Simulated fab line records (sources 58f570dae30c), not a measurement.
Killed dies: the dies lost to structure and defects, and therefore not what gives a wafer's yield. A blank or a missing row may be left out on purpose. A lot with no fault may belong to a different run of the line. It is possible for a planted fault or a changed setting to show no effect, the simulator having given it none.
Which tool is to blame?	flow berkeley-cmos170	7 lots, 21 wafers sampled, at 2 steps of a route of 331

## WHAT EACH GAUGE READ, for each wafer
UCB170_M1_RS_MEAS_01: the measuring method here is four-point-probe.
lot	measured	on	M1_AL_RS (ohm/sq)
L698	day 6 20:18	film-metro-04	0.0492 0.0491 0.0480
L700	day 7 15:34	film-metro-04	0.0482 0.0488 0.0492
L704	day 8 13:28	film-metro-02	0.0487 0.0488 0.0488
L707	day 9 03:35	film-metro-02	0.0480 0.0482 0.0482
L710	day 9 20:07	film-metro-01	0.0347 0.0346 0.0347
L716	day 11 03:45	film-metro-01	0.0491 0.0489 0.0495
L721	day 11 16:17	film-metro-04	0.0486 0.0478 0.0483

## EACH LOT AND THE TOOL THAT RAN IT (in order: tool; ch and the chambers of the sampled wafers; start)
lot	UCB170_M1_SPUTTER_00
L698	pvd-sputter-04, day 6 20:14
L700	pvd-sputter-04, day 7 15:26
L704	pvd-sputter-04, day 8 13:25
L707	pvd-sputter-02, day 9 03:30
L710	pvd-sputter-01, day 9 20:02
L716	pvd-sputter-04, day 11 03:40
L721	pvd-sputter-04, day 11 16:14
- UCB170_M1_SPUTTER_00: material Al, target thk 600 nm, time 80 s.

## THE ANSWER, worked out from the rows above alone
Rule: what is usual is taken from the lots themselves. The widest of any qualifying gaps counts: lots, ordered by their means at a reading, are off when they make up no more than a third of the lots, leave a main group of 4 or more, and stand apart from it by 3 or more times the standard deviation of that group's means. Not used: any main group whose means are identical at the precision the tables above print for the reading. A lot without any number at a reading at which 4 lots or more have one is off too. All remaining lots with rows at the step are treated as sound.
Off: L710, at UCB170_M1_RS_MEAS_01 (M1_AL_RS). Mean 0.0486 ohm/sq and standard deviation 0.00035 in the main group.
A tool fits if, at a process step before that reading, it ran every lot that is off, and no sound lot after the first of them. The gauges at UCB170_M1_RS_MEAS_01 are tried like those tools. One candidate fits, namely pvd-sputter-01 at UCB170_M1_SPUTTER_00. It ran no sound lot before its first lot that is off in this sample, so the start can't be narrowed down.

## WHAT THE SIMULATOR PUT IN
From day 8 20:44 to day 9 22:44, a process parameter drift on pvd-sputter-01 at UCB170_M1_SPUTTER_00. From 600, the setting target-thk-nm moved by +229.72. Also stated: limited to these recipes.
Lots struck among those shown: L710. The rule given above showed the same thing.
